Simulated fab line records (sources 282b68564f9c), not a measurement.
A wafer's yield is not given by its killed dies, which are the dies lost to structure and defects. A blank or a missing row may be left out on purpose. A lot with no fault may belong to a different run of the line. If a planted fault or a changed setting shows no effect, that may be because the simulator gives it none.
The same fault as seen by 2 desks :: flow ritCmos :: numbers are kept per desk, each desk with only its own; the story behind them comes last

TOOL OWNER'S DESK, lithoTrack-01
The tool's own readings at RIT_PWELL_COAT_01 (resist thk 1300 nm): means of the sampled wafers that have a number, for each lot that ran on this tool. The brackets show how far a lot's mean lies from the usual mean; more than 4 standard deviations puts the lot out of limits, marked OUT.
Columns: A = resistLineTempC at RIT_PWELL_COAT_01, usual 23.00 C
lot: L856
first seen here: day 2 09:33
A: 23.11

lot: L861
first seen here: day 3 10:08
A: 22.97

lot: L863
first seen here: day 3 21:32
A: 22.96
Result from this desk: across the 3 lots, nothing is out of limits.

AT THE METROLOGY DESK
Lot by lot, what the gauges showed, no matter which tool ran the lot: averages of those sampled wafers that carry a number. The brackets show how far a lot's mean lies from the usual mean; more than 4 standard deviations puts the lot out of limits, marked OUT.
Columns: A = NWELL_OVL at RIT_NWELL_OVL_MEAS_06, usual -1.2 nm; B = NWELL_TW at RIT_NWELL_TW_MEAS_10, usual 2129; C = PWELL_OVL at RIT_PWELL_OVL_MEAS_06, usual -0.7 nm
lot: L856
first seen here: day 2 08:44
A: -2.4
B: 2157
C: -1.9

lot: L857
first seen here: day 2 13:29
A: -2.4
B: 2113
C: -1.5

lot: L861
first seen here: day 3 09:10
A: -2.5
B: 2161
C: -2.0

lot: L863
first seen here: day 3 20:42
A: -1.0
B: 2134
C: -0.2

lot: L872
first seen here: day 6 05:38
A: 0.9
B: 2105
C: 0.2

lot: L873
first seen here: day 6 07:26
A: -3.3
B: 2120
C: 1.1
Result from this desk: across the 6 lots, nothing is out of limits.

PUT TOGETHER
The tool owner's desk saw nothing out of limits.
From the metrology desk's view, nothing was out of limits.

WHAT THE SIMULATOR HAD INSERTED
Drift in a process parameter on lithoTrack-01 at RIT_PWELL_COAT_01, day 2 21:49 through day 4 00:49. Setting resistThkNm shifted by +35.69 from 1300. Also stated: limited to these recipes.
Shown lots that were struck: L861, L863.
